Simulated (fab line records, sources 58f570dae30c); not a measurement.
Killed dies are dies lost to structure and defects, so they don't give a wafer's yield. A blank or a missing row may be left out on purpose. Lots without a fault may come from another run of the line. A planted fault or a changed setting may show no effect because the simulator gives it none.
Which tool did it? | flow berkeley_cmos170 | 7 lots, 21 wafers sampled, at 2 steps of a route of 331

WHAT THE GAUGES READ, wafer by wafer
UCB170_M3_OVL_MEAS_16.
lot  | measured     | on         | M3_OVL (nm)
L644 | day 9 21:07  | overlay-02 | 6 -1 2
L647 | day 10 18:52 | overlay-02 | -7 -1 -5
L646 | day 10 23:26 | overlay-01 | -2 1 -1
L651 | day 11 08:01 | overlay-01 | 2 6 5
L652 | day 11 20:28 | overlay-02 | 6 8 5
L657 | day 13 09:26 | overlay-01 | 4 8 4
L661 | day 14 02:43 | overlay-01 | 160 152 161

WHICH TOOL RAN EACH LOT (tool, then ch and the chambers of the sampled wafers, then the start)
lot  | UCB170_M3_EXPOSE_12
L644 | krf_scanner-02 ch 0, day 9 20:37
L647 | krf_scanner-02 ch 0, day 10 18:14
L646 | krf_scanner-01 ch 0, day 10 22:22
L651 | krf_scanner-01 ch 0, day 11 07:30
L652 | krf_scanner-01 ch 0, day 11 19:37
L657 | krf_scanner-01 ch 0, day 13 08:57
L661 | krf_scanner-02 ch 0, day 14 01:49
- UCB170_M3_EXPOSE_12: exposes mask METAL3, target cd 700 nm.

THE ANSWER, worked out from the rows above alone
Rule: what is usual is taken from the lots themselves. Put in order of their means at a reading, lots are off if they are a third of the lots or fewer, leave a main group of 4 or more, and stand apart from it by a gap of 3 or more times the standard deviation of the main group's means; of several such gaps the widest counts. A main group whose means are all the same, to the digits that the tables above print for the reading, isn't used. A lot without any number at a reading at which 4 lots or more have one is off too. The other lots that the step has rows for count as sound.
Off: L661, at UCB170_M3_OVL_MEAS_16 (M3_OVL). The main group: mean 2 nm, standard deviation 3.7.
A tool fits if, at a process step before that reading, it ran every lot that is off, and no sound lot after the first of them. The gauges at UCB170_M3_OVL_MEAS_16 are tried like those tools. Can't be told from this: 2 tools fit, krf_scanner-02 at UCB170_M3_EXPOSE_12, overlay-01 at UCB170_M3_OVL_MEAS_16.

WHAT THE SIMULATOR HAD PUT IN
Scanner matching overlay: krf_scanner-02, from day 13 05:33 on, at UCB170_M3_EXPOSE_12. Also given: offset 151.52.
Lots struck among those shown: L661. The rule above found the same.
